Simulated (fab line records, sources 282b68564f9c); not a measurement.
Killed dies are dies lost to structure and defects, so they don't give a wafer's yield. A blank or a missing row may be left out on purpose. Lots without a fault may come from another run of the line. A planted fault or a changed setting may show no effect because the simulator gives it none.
A struck lot beside a sound one | flow rit_cmos | 18 steps out of a route of 202
Sound: wafers L681.2, L681.3, L681.6. Struck: wafers L696.1, L696.4, L696.6. The cause comes at the end.
At each step with rows: each side's tool, then ch and its chambers, then its first start. Under that, the readings that differ: sound wafers | struck wafers | difference of the means | sigmas: that difference in standard deviations of wafers without a fault.
alike: readings whose means differ by less than 2 such deviations, and words and numbers that are the same on both sides. not compared: withheld readings, readings that some wafer has no value for, bounds like >300 that may hide the same value, and numbers for which the record gives no deviation and whose values overlap.
The two part at a step that has a row with sigmas, a row that says differs or no value, or rows on one side only. Numbers that don't overlap but have no deviation are shown without sigmas and don't part them. A reading that every wafer of one side lacks parts them only if that side has two wafers or more.

first, 2 steps without rows for these wafers: RIT_ACTIVE_CLEAN_17 (cleans in SC2, time 600 s); RIT_FOX1_OXIDATION_00 (target thk 350.7 nm, ox time 1130 s).
RIT_FOX1_THK_MEAS_01:
  sound on film_metro-01, day 2 04:46; struck on film_metro-01, day 5 05:49
  alike: FOX1_OXIDE_THK
then, 2 steps without rows for these wafers: RIT_FOX1_WET_ETCH_02 (etches SiO2 in BOE, target depth 350 nm, time 390 s); RIT_FOX2_OXIDATION_00 (target thk 350.7 nm, ox time 1130 s).
RIT_FOX2_THK_MEAS_01:
  sound on film_metro-02, day 2 06:15; struck on film_metro-03, day 5 07:20
  alike: FOX2_OXIDE_THK
then, 2 steps without rows for these wafers: RIT_FOX2_CLEAN_02 (cleans in dHF, time 180 s); RIT_FOX2_WET_ETCH_03 (etches Si3N4 in H3PO4, target depth 195 nm, time 2700 s).
RIT_FOX2_THK_MEAS_90:
  sound on film_metro-02, day 2 07:12; struck on film_metro-03, day 5 08:13
  alike: FIELD_OXIDE_LEFT_1_THK
then, 3 steps without rows for these wafers: RIT_NWELL_HMDS_00 (prime time 60 s); RIT_NWELL_COAT_01 (resist thk 1300 nm); RIT_NWELL_SOFTBAKE_02 (time 60 s).
RIT_NWELL_EXPOSE_03: exposes mask M2, target cd 43900 nm.
  sound on iline_stepper-01 ch 0, day 2 07:49; struck on iline_stepper-01 ch 0, day 5 08:55
  reading                       | sound                | struck               | difference | sigmas
  model.NWELL.overlay_x_nm (nm) | 0.7881 0.7881 0.7881 | -300.3 -300.3 -300.3 | -301.1     |
  alike: mask
then, 2 steps without rows for these wafers: RIT_NWELL_PEB_04; RIT_NWELL_DEVELOP_05 (develop time 68 s).
RIT_NWELL_OVL_MEAS_06:
  sound on overlay-02, day 2 08:13; struck on overlay-01, day 5 09:23
  reading        | sound          | struck               | difference | sigmas
  NWELL_OVL (nm) | -0.5 -1.4 -0.9 | -300.1 -300.1 -299.6 | -299.0     | -99 or more
then, 1 step without rows for these wafers: RIT_NWELL_HARDBAKE_07 (time 120 s).
RIT_M1_PROBE_99:
  sound on prober-02, day 3 20:19; struck on prober-02, day 6 21:58
  reading                                 | sound             | struck            | difference | sigmas
  model.etest.well_edge_right.line_ohm_um | 181.9 182.1 182.4 | 202.1 198.7 203.1 | +19.2      |
  model.etest.well_edge_left.line_ohm_um  | 181.6 183.8 182.5 | 169.9 169.1 171.4 | -12.5      |
  alike: killed_at_contacts, killed_at_front_end, killed_dies, killed_open, killed_short

WHERE THEY PART
Only at RIT_NWELL_OVL_MEAS_06, within this record. Later steps at which nothing parts them and some readings are alike: RIT_M1_PROBE_99.

WHY: what the simulator had put in
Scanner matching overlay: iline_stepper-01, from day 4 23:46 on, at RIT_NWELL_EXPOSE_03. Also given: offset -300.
